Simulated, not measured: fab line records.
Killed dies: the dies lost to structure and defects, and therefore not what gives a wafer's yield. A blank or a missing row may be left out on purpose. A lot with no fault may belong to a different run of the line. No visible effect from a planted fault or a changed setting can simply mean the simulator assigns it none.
Which of the tools did it?	flow berkeley cmos170	48 wafers from 16 lots sampled at 4 of the route's 331 steps

## WHAT THE GAUGES SHOWED, per wafer
UCB170_START_BOW_MEAS_00. Usual: INCOMING_BOW 0 um, standard deviation 7.3.
lot	measured	on	INCOMING_BOW (um)	flag
L337	day 1 10:00	film metro-01	6 -6 10	
L338	day 1 15:01	film metro-03	19 11 10	
L339	day 1 20:00	film metro-03	-2 0 -6	
L340	day 2 01:04	film metro-04	3 -11 1	
L341	day 2 06:00	film metro-03	2 2 -5	
L342	day 2 11:00	film metro-01	12 -7 10	
L343	day 2 16:01	film metro-03	6 -2 13	
L344	day 2 21:00	film metro-01	3 2 3	
L347	day 3 12:04	film metro-04	2 -3 3	
L348	day 3 17:00	film metro-03	-9 9 -3	
L350	day 4 03:00	film metro-03	-4 -13 -6	
L352	day 4 13:00	film metro-04	5 1 -1	
L353	day 4 18:05	film metro-03	6 5 10	
L356	day 5 09:00	film metro-03	-11 1 6	
L358	day 5 19:00	film metro-01	16 -9 12	
L360	day 6 05:00	film metro-03	3 -18 -1	

UCB170_NWELL_THK_MEAS_02. Usual: NWELL_OXIDE_THK 26.5 nm, standard deviation 0.55.
lot	measured	on	NWELL_OXIDE_THK (nm)	flag
L337	day 2 01:02	film metro-02	27.2 26.8 27.0	
L338	day 2 08:08	film metro-04	26.7 26.7 26.4	
L339	day 2 08:07	film metro-03	26.3 26.1 26.4	
L340	day 2 13:26	film metro-04	26.9 26.6 26.9	
L341	day 2 17:33	film metro-02	25.9 26.4 26.0	
L342	day 2 23:44	film metro-02	26.1 25.9 26.2	
L343	day 3 06:17	film metro-03	25.5 25.2 25.6	
L344	day 3 11:10	film metro-02	27.2 27.4 26.7	
L347	day 4 00:14	film metro-02	25.9 26.0 25.8	
L348	day 4 06:34	film metro-04	27.1 27.0 27.3	
L350	day 4 14:55	film metro-04	26.3 26.3 25.8	
L352	day 4 22:51	film metro-03	26.0 25.9 26.1	
L353	day 5 06:07	film metro-02	26.4 26.1 26.3	
L356	day 6 07:57	film metro-02	27.1 26.7 26.8	
L358	day 6 13:39	film metro-04	26.7 27.3 27.0	
L360	day 6 17:45	film metro-04	27.1 27.3 27.2	

UCB170_NWELL_OVL_MEAS_12. Usual: NWELL_OVL 4 nm, standard deviation 5.5.
lot	measured	on	NWELL_OVL (nm)	flag
L337	day 2 08:32	overlay-01	5 7 11	
L338	day 2 14:58	overlay-01	8 9 11	
L339	day 2 15:09	overlay-01	-2 -3 -3	
L340	day 2 19:15	overlay-02	11 3 5	
L341	day 3 01:52	overlay-01	0 1 5	
L342	day 3 05:20	overlay-01	-2 -1 3	
L343	day 3 13:52	overlay-01	5 1 3	
L344	day 3 17:53	overlay-01	1028 1028 1018	OFF
L347	day 4 08:36	overlay-02	1027 1029 1023	OFF
L348	day 4 14:52	overlay-01	1035 1037 1037	OFF
L350	day 4 22:06	overlay-02	1027 1026 1023	OFF
L352	day 5 06:10	overlay-01	1 -1 -2	
L353	day 5 13:16	overlay-02	-4 0 -8	
L356	day 6 15:53	overlay-02	3 -2 5	
L358	day 6 23:07	overlay-01	5 4 3	
L360	day 7 02:10	overlay-01	10 17 11	

## WHAT TOOL EACH LOT RAN ON (gives the tool, then ch and the chambers of the sampled wafers, and finally the start)
lot	UCB170_NWELL_EXPOSE_09
L337	krf scanner-02 ch 0, day 2 08:09
L338	krf scanner-01 ch 0, day 2 14:05
L339	krf scanner-01 ch 0, day 2 14:11
L340	krf scanner-02 ch 0, day 2 18:54
L341	krf scanner-02 ch 0, day 3 01:06
L342	krf scanner-01 ch 0, day 3 04:49
L343	krf scanner-01 ch 0, day 3 13:29
L344	krf scanner-01 ch 0, day 3 17:29
L347	krf scanner-01 ch 0, day 4 07:52
L348	krf scanner-01 ch 0, day 4 13:41
L350	krf scanner-01 ch 0, day 4 21:29
L352	krf scanner-02 ch 0, day 5 05:19
L353	krf scanner-02 ch 0, day 5 12:31
L356	krf scanner-02 ch 0, day 6 15:30
L358	krf scanner-02 ch 0, day 6 22:38
L360	krf scanner-02 ch 0, day 7 01:37
- UCB170_NWELL_EXPOSE_09: exposes mask NWELL, target cd 3000 nm.

## WHAT THE TOOLS THEMSELVES READ (means of the sampled wafers that have a number; where no wafer has one, the mark that the record gives instead)
UCB170_NWELL_EXPOSE_09. Usual: reticle temp C reads 22.99 C (standard deviation 0.1).
lot	tool	reticle temp C (C)	flag
L337	krf scanner-02	23.02	
L338	krf scanner-01	23.00	
L339	krf scanner-01	23.01	
L340	krf scanner-02	22.94	
L341	krf scanner-02	22.89	
L342	krf scanner-01	22.99	
L343	krf scanner-01	22.92	
L344	krf scanner-01	23.02	
L347	krf scanner-01	23.00	
L348	krf scanner-01	23.11	
L350	krf scanner-01	23.10	
L352	krf scanner-02	22.94	
L353	krf scanner-02	22.99	
L356	krf scanner-02	23.02	
L358	krf scanner-02	23.05	
L360	krf scanner-02	22.97	

## THE ANSWER, worked out from the rows above alone
Rule: a lot is off if the mean of its wafers that have a number lies more than 3 standard deviations from the usual mean. A lot without any number at a reading at which 4 lots or more have one is off too. Any other lot the step has rows for is counted as sound. The gauges are gone through in route order, then the tools' own readings, and for those a lot's mean is taken as printed above. The first step at which some lot is off is used, and at that step the reading that is off furthest; a lot without a number counts as furthest.
Off: at UCB170_NWELL_OVL_MEAS_12 (NWELL_OVL), L344, L347, L348, L350.
A tool fits if, at a process step before that reading, it ran every lot that is off, and no sound lot after the first of them. Gauges at UCB170_NWELL_OVL_MEAS_12: tried the same way as those tools. One candidate fits, namely krf scanner-01 at UCB170_NWELL_EXPOSE_09. Its last sound lot is L343 (day 3 13:29), its first lot that is off L344 (day 3 17:29): a fault that began between those two fits.

## WHAT WAS PUT IN BY THE SIMULATOR
Scanner matching overlay: krf scanner-01, from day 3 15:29 on, at UCB170_NWELL_EXPOSE_09. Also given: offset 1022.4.
Shown lots that were struck: L344, L347, L348, L350. Same finding as the rule above.
